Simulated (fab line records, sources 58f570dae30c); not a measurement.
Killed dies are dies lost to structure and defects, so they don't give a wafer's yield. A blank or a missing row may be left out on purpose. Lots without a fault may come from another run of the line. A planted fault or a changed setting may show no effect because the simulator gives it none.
Which tool did it? | flow berkeley_cmos170 | 7 lots, 21 wafers sampled, at 3 steps of a route of 331

WHAT THE GAUGES READ, wafer by wafer
UCB170_SDANNEAL_RS_MEAS_04: measures by four-point-probe.
lot  | measured     | on            | PLDD_RS (ohm/sq)
L424 | day 7 17:24  | film_metro-01 | 1033.2 1029.1 1033.0
L425 | day 8 03:36  | film_metro-01 | 1030.5 1034.3 1029.4
L429 | day 8 22:38  | film_metro-02 | 1029.2 1028.7 1031.7
L431 | day 9 16:05  | film_metro-03 | 1034.3 1033.1 1031.8
L432 | day 9 16:24  | film_metro-02 | 1035.5 1033.6 1033.0
L436 | day 10 16:05 | film_metro-01 | 1038.3 1037.2 1033.4
L440 | day 11 10:08 | film_metro-03 | 1032.7 1030.2 1031.2

WHICH TOOL RAN EACH LOT (tool, then ch and the chambers of the sampled wafers, then the start)
lot  | UCB170_PWELL_ETCH_14              | UCB170_PLDD_IMPLANT_08
L424 | rie_diel-03 ch 0,1,2, day 3 22:02 | implanter-02 ch 0, day 7 05:56
L425 | rie_diel-02 ch 0,2, day 4 13:53   | implanter-04 ch 0, day 7 13:28
L429 | rie_diel-01 ch 0,1, day 5 02:08   | implanter-04 ch 0, day 8 10:05
L431 | rie_diel-03 ch 1,2, day 5 08:59   | implanter-01 ch 0, day 9 00:51
L432 | rie_diel-03 ch 0,1,3, day 5 13:57 | implanter-02 ch 0, day 9 01:04
L436 | rie_diel-03 ch 0,2, day 6 16:04   | implanter-04 ch 0, day 10 02:30
L440 | rie_diel-01 ch 0,1,3, day 7 16:26 | implanter-04 ch 0, day 11 00:09
- UCB170_PWELL_ETCH_14: etches Si3N4 in CH3F/Ar/O2, stops on SiO2, target depth 242 nm, time 151 s.
- UCB170_PLDD_IMPLANT_08

THE ANSWER, worked out from the rows above alone
Rule: what is usual is taken from the lots themselves. Put in order of their means at a reading, lots are off if they are a third of the lots or fewer, leave a main group of 4 or more, and stand apart from it by a gap of 3 or more times the standard deviation of the main group's means; of several such gaps the widest counts. A main group whose means are all the same, to the digits that the tables above print for the reading, isn't used. A lot without any number at a reading at which 4 lots or more have one is off too. The other lots that the step has rows for count as sound.
No lot is off at any reading shown: from this, nothing can be told.

WHAT THE SIMULATOR HAD PUT IN
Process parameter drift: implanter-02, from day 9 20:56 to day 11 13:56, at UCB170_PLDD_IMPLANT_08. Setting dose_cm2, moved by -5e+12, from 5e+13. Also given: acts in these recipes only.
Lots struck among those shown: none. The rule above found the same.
